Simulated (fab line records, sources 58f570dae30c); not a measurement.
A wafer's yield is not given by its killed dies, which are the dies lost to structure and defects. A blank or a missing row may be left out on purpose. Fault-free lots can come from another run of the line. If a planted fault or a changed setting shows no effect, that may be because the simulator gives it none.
2 desks looking at one fault    flow berkeley cmos170    each desk has only its own numbers; what lay behind them comes last

AT THE METROLOGY DESK
What the gauges read for every lot (on any tool): the sampled wafers with a number, averaged. Any lot whose mean is over 4 standard deviations away from the usual mean is out of limits and marked OUT; that distance is given in the brackets.
Columns: A = SPACER_TEOS_THK at UCB170_SPACER_THK_MEAS_01, usual 376 nm; B = V2_TEOS_THK at UCB170_V2_THK_MEAS_01, usual 2005 nm; C = cd nm at UCB170_V2_CD_MEAS_12, usual 700.2 nm; D = M3_OVL at UCB170_M3_OVL_MEAS_16, usual -6 nm
lot   first seen here  A    B                C      D
L606  day 7 05:39      377  2029             701.2  -1
L608  day 7 19:09      378  2065             699.9  -3
L607  day 7 19:28      377  1994             698.2  -9
L609  day 7 19:43      372  2017             699.8  -4
L610  day 8 04:37      378  1864 (-5.2) OUT  699.5  -13
L611  day 8 04:43      377  2003             698.2  -7
L616  day 9 09:02      380  1989             699.0  3
L617  day 9 18:45      373  1835 (-6.3) OUT  699.0  -8
L622  day 10 07:54     372  2014             702.1  -1
L621  day 10 10:16     378  1998             702.0  -5
L619  day 10 10:17     377  1992             702.2  -15
L623  day 10 21:01     377  1985             700.4  -3
L628  day 11 20:33     374  1984             702.4  -8
L627  day 11 20:54     374  2008             701.2  -7
This desk finds L610, L617 out of limits, with the earliest case on L610 at day 9 11:49 (V2_TEOS_THK at UCB170_V2_THK_MEAS_01). Within limits: L606, L608, L607, L609, L611, L616, L622, L621, L619, L623, L628, L627.

DESK OF THE TOOL OWNER: pecvd-03
The tool's own readings at UCB170_V2_CVD_00 (deposits SiO2 from TEOS/O2, target thk 2000 nm, time 250 s): means of the sampled wafers that have a number, for each lot that ran on this tool. Any lot whose mean is over 4 standard deviations away from the usual mean is out of limits and marked OUT; that distance is given in the brackets.
Columns: A = heater power w at UCB170_V2_CVD_00, usual 264 W; B = pressure mtorr at UCB170_V2_CVD_00, usual 9001 mTorr; C = run length s at UCB170_V2_CVD_00, usual 277.9 s
lot   first seen here  A    B     C
L607  day 9 01:54      277  9005  278.1
L609  day 9 05:49      238  9006  278.3
L610  day 9 11:40      302  9007  259.3 (-49) OUT
L617  day 10 19:25     259  9010  259.4 (-49) OUT
This desk's finding: out of limits on L610, L617; first on L610, day 9 11:40 (run length s at UCB170_V2_CVD_00). Within limits: L607, L609.

ALL TOGETHER
An alarm could have come from the tool owner's desk at day 9 11:40, on L610, L617.
At day 9 11:49 the metrology desk could have sounded an alarm, on L610, L617.
All the named lots went through UCB170_V2_CVD_00 on pecvd-03.

WHAT THE SIMULATOR HAD INSERTED
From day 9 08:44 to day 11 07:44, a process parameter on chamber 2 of pecvd-03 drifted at UCB170_V2_CVD_00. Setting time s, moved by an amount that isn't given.
Struck lots among those shown: L610, L617.
Fault start to first reading out of limits, in hours, per desk: tool owner, 3; metrology, 3.
